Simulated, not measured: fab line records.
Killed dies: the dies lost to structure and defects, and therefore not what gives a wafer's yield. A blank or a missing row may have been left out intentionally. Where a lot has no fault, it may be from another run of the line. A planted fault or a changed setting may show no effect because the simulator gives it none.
Struck lot and sound lot, side by side || flow rit cmos || 44 steps out of a route of 202
Sound: wafers L737.2, L737.3, L737.5. Wafers L743.1, L743.2, L743.6 were the ones struck. The cause is given at the end.
At each step with rows: each side's tool, then ch and its chambers, then its first start. Under that, the readings that differ: sound wafers || struck wafers || difference of the means || sigmas: that difference in standard deviations of wafers without a fault.
alike: same words and numbers on both sides, and readings whose means sit less than 2 such deviations apart. not compared: any withheld reading, any reading some wafer has no value for, any bound like >300 that may hide the same value, and any number with overlapping values for which the record gives no deviation.
A row with sigmas, a row that says differs or no value, or rows on one side alone: a step with any of these is where the two part. Numbers that don't overlap but have no deviation are shown without sigmas and don't part them. A reading that every wafer of one side lacks parts them only if that side has two wafers or more.

first, 1 step without rows for these wafers: RIT_ACTIVE_DEVELOP_10 (develop time 50 s).
RIT_ACTIVE_CD_MEAS_11 targets a cd of 1400 nm.
  sound on cd sem-01, day 2 22:52; struck on cd sem-02, day 4 03:07
  alike: cd nm
then, 1 step without rows for these wafers: RIT_ACTIVE_HARDBAKE_12 (time 60 s).
RIT_ACTIVE_ETCH_13: etches Si3N4 in SF6, stops on SiO2, time 210 s, target depth 210 nm.
  sound on rie diel-04 ch 0,1,2, day 2 23:07; struck on rie diel-02 ch 1,2,3, day 4 03:23
  alike: drypump motor current A, oes product au, throttle valve pct
  not compared: rf hours counter h
RIT_ACTIVE_STRIP_14: strips in O2, time 180 s.
  sound on plasma asher-02 ch 0,1, day 2 23:14; struck on plasma asher-03 ch 0,1, day 4 03:31
  alike: drypump motor current A, o2 flow sccm
  not compared: rf hours counter h
RIT_ACTIVE_CD_MEAS_90 targets a cd of 1400 nm.
  sound on cd sem-02, day 2 23:26; struck on cd sem-01, day 4 03:41
  alike: cd nm
then, 4 steps without rows for these wafers: RIT_ACTIVE_CLEAN_15 (cleans in SC1, time 600 s); RIT_ACTIVE_CLEAN_16 (cleans in dHF, time 30 s); RIT_ACTIVE_CLEAN_17 (cleans in SC2, time 600 s); RIT_FOX1_OXIDATION_00 (target thk 350.7 nm, ox time 1130 s).
RIT_FOX1_THK_MEAS_01:
  sound on film metro-04, day 3 02:08; struck on film metro-01, day 4 07:47
  alike: FOX1_OXIDE_THK
then, 1 step without rows for these wafers: RIT_FOX1_WET_ETCH_02 (etches SiO2 in BOE, target depth 350 nm, time 390 s).
RIT_FOX2_OXIDATION_00: target thk 350.7 nm, ox time 1130 s.
  sound on furnace-04 ch 0, day 3 03:58; struck on furnace-04 ch 0, day 4 07:57
{"reading": "spike tc centre C (C)", "sound": "1102.3 1101.8 1101.4", "struck": "1115.6 1114.8 1115.4", "difference": "+13.4", "sigmas": "+11"}
{"reading": "spike tc load C (C)", "sound": "1125.1 1125.2 1125.7", "struck": "1137.6 1137.8 1138.1", "difference": "+12.5", "sigmas": "+6"}
{"reading": "spike tc source C (C)", "sound": "1124.4 1127.7 1127.6", "struck": "1138.8 1139.6 1138.3", "difference": "+12.3", "sigmas": "+6"}
{"reading": "tube center temp C (C)", "sound": "1100.1 1099.9 1100", "struck": "1111.9 1112 1112", "difference": "+12.0", "sigmas": "+99 or more"}
{"reading": "tube_center_temp_C_max", "sound": "1103.3 1102.0 1103.3", "struck": "1114.4 1115.1 1114.6", "difference": "+11.8", "sigmas": "+28"}
{"reading": "model.SiO2_of_FOX2_OXIDATION_00.thk nm (nm)", "sound": "349.1 352.8 346.7", "struck": "368.3 362.3 365.1", "difference": "+15.7", "sigmas": ""}
RIT_FOX2_THK_MEAS_01:
  sound on film metro-01, day 3 05:17; struck on film metro-04, day 4 09:16
  alike: FOX2_OXIDE_THK
then, 2 steps without rows for these wafers: RIT_FOX2_CLEAN_02 (cleans in dHF, time 180 s); RIT_FOX2_WET_ETCH_03 (etches Si3N4 in H3PO4, target depth 195 nm, time 2700 s).
RIT_FOX2_THK_MEAS_90:
  sound on film metro-04, day 3 06:10; struck on film metro-01, day 4 10:08
{"reading": "FIELD_OXIDE_LEFT_1_THK (nm)", "sound": "322 326 319", "struck": "341 335 338", "difference": "+16", "sigmas": "+2"}
then, 6 steps without rows for these wafers: RIT_NWELL_HMDS_00 (prime time 60 s); RIT_NWELL_COAT_01 (resist thk 1300 nm); RIT_NWELL_SOFTBAKE_02 (time 60 s); RIT_NWELL_EXPOSE_03 (exposes mask M2, target cd 43900 nm); RIT_NWELL_PEB_04; RIT_NWELL_DEVELOP_05 (develop time 68 s).
RIT_NWELL_OVL_MEAS_06:
  sound on overlay-02, day 3 07:06; struck on overlay-02, day 4 11:13
  alike: NWELL_OVL
then, 2 steps without rows for these wafers: RIT_NWELL_HARDBAKE_07 (time 120 s); RIT_NWELL_IMPLANT_08.
RIT_NWELL_STRIP_09: strips in O2, time 180 s.
  sound on plasma asher-04 ch 0, day 3 07:32; struck on plasma asher-03 ch 0,1, day 4 11:38
  alike: drypump motor current A, o2 flow sccm
  not compared: rf hours counter h
RIT_NWELL_TW_MEAS_10:
  sound on film metro-04, day 3 07:43; struck on film metro-04, day 4 11:49
  alike: NWELL_TW
then, 6 steps without rows for these wafers: RIT_PWELL_HMDS_00 (prime time 60 s); RIT_PWELL_COAT_01 (resist thk 1300 nm); RIT_PWELL_SOFTBAKE_02 (time 60 s); RIT_PWELL_EXPOSE_03 (exposes mask M3, target cd 43700 nm); RIT_PWELL_PEB_04; RIT_PWELL_DEVELOP_05 (develop time 68 s).
RIT_PWELL_OVL_MEAS_06:
  sound on overlay-01, day 3 08:47; struck on overlay-01, day 4 12:46
  alike: PWELL_OVL
then, 2 steps without rows for these wafers: RIT_PWELL_HARDBAKE_07 (time 120 s); RIT_PWELL_IMPLANT_08.
RIT_PWELL_STRIP_09: strips in O2, time 180 s.
  sound on plasma asher-02 ch 0,1, day 3 09:13; struck on plasma asher-04 ch 0,1, day 4 13:12
{"reading": "o2 flow sccm (sccm)", "sound": "4011 4012 4012", "struck": "3989 3997 3989", "difference": -20, "sigmas": -2}
  alike: drypump motor current A
  not compared: rf hours counter h
RIT_PWELL_TW_MEAS_10:
  sound on film metro-04, day 3 09:23; struck on film metro-04, day 4 13:22
  alike: PWELL_TW
then, 1 step without rows for these wafers: RIT_WELLDRIVE_ANNEAL_00 (time 14700 s).
RIT_WELLDRIVE_RS_MEAS_01: the measuring method here is four-point-probe.
  sound on film metro-02, day 3 15:38; struck on film metro-04, day 4 20:11
  alike: NWELL_RS
RIT_WELLDRIVE_RS_MEAS_02: the measuring method here is four-point-probe.
  sound on film metro-02, day 3 15:46; struck on film metro-04, day 4 20:19
  alike: PWELL_RS
RIT_SILICIDE_WET_ETCH_00: etches SiO2 in BOE, target depth 14 nm, time 15 s.
  sound on wet bench-02 ch 3, day 4 17:56; struck on wet bench-02 ch 3, day 5 19:43
{"reading": "model.SiO2_of_FOX2_OXIDATION_00.thk nm (nm)", "sound": "149.5 152.5 146.6", "struck": "167 161.9 164.6", "difference": "+15", "sigmas": ""}
RIT_M1_PROBE_99:
  sound on prober-02, day 5 01:01; struck on prober-02, day 6 02:45
{"reading": "model.etest.field n.vt v (V)", "sound": "34.34 34.81 33.91", "struck": "36.97 36.19 36.48", "difference": "+2.19", "sigmas": ""}
  alike: killed at contacts, killed at front end, killed dies, killed open, killed short

## WHERE THEY PART
Last at RIT_PWELL_STRIP_09 as far as this record goes, first at RIT_FOX2_OXIDATION_00. Later steps at which nothing parts them and some readings are alike: RIT_PWELL_TW_MEAS_10, RIT_WELLDRIVE_RS_MEAS_01, RIT_WELLDRIVE_RS_MEAS_02, RIT_M1_PROBE_99.

WHY: what the simulator had put in
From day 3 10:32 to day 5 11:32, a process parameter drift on furnace-04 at RIT_FOX2_OXIDATION_00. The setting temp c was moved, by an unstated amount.
